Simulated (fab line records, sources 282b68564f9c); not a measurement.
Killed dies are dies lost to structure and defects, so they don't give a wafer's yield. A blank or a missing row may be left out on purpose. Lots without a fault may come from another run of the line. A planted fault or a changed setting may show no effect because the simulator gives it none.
Problem report in the 8D (eight disciplines) form, filled by code | flow rit_cmos | the parts of the form that need people (team, actions taken, sign-off) are left out

1. THE PROBLEM
GATE_OVL at RIT_GATE_OVL_MEAS_17 reads a mean of 130.1 nm on 9 wafers of 3 lots; wafers without a fault read -0.4 nm with a standard deviation of 1.2. That is +99 or more standard deviations from the usual mean.
First seen on wafer L986.2, day 4 19:20, on overlay-01. The record holds 45 wafers of 15 lots with a number at this step. Rule for "out", or "out of limits": more than 4 standard deviations from the usual mean. The other wafers with a number count as sound.

2. WHAT IT IS AND WHAT IT IS NOT
question                    | is                     | is not
which readings at this step | GATE_OVL               | -
which lots                  | L986, L987, L992       | L975, L976, L977, L978, L979, L980, L981, L982, L988, L990, L993, L995
which wafers of those lots  | all that have a number | -
read on which gauges        | overlay-01             | overlay-02
when                        | from day 4 19:20       | up to then (24 sound wafers); but 12 sound wafers of L988, L990, L993, L995 came after

3. SUSPECTS, AND WHAT RULES EACH OUT
Counting: a tool at a process step up to the reading stays a suspect if it ran every lot that is out and no sound lot after the first of them.
- the gauge at RIT_GATE_OVL_MEAS_17: kept. All the wafers that are out were read on overlay-01, and no step on other tools shows them out.
- iline_stepper-01 at RIT_GATE_EXPOSE_13 (exposes mask M6, target cd 150 nm): kept. It ran every lot that is out, first L986 (day 4 18:50), and no sound lot after that; its last sound lot up to then is L982 (day 3 22:24).
Left after counting: iline_stepper-01 at RIT_GATE_EXPOSE_13, overlay-01 at RIT_GATE_OVL_MEAS_17.

4. THE CAUSE (what the simulator had put in)
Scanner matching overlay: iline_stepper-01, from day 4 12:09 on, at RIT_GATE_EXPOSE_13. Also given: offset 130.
Counting left 2 suspects, and this tool is among them.

5. THE CHAIN OF EFFECTS, in route order
Each row: a reading whose mean over the struck wafers that have a number lies more than 3 standard deviations from the usual. Only readings for which the record gives a usual standard deviation are gone through. hours: the time from each lot's start at the first step in this table that gives one to its start at this step, as a median over the lots. sigmas: the change in usual standard deviations.
hours | step                 | reading  | usual   | on struck wafers | change | sigmas
0     | RIT_GATE_OVL_MEAS_17 | GATE_OVL | -0.4 nm | 130.1            | +130.5 | +99 or more
Later measuring or inspecting steps at which every struck wafer that the step has a row for has a number for every such reading, and none has moved that far: RIT_CONTACT_OVL_MEAS_09.

6. WHAT WOULD HAVE CAUGHT IT SOONER
In this record the first reading out of limits at a measuring or inspecting step was taken at day 4 19:20, 7 hours after the fault began at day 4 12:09.
Of the lots that are out (3), L987, L992 began RIT_GATE_EXPOSE_13 on iline_stepper-01 after day 4 19:20. A hold on the tool at that time would have spared those 2.
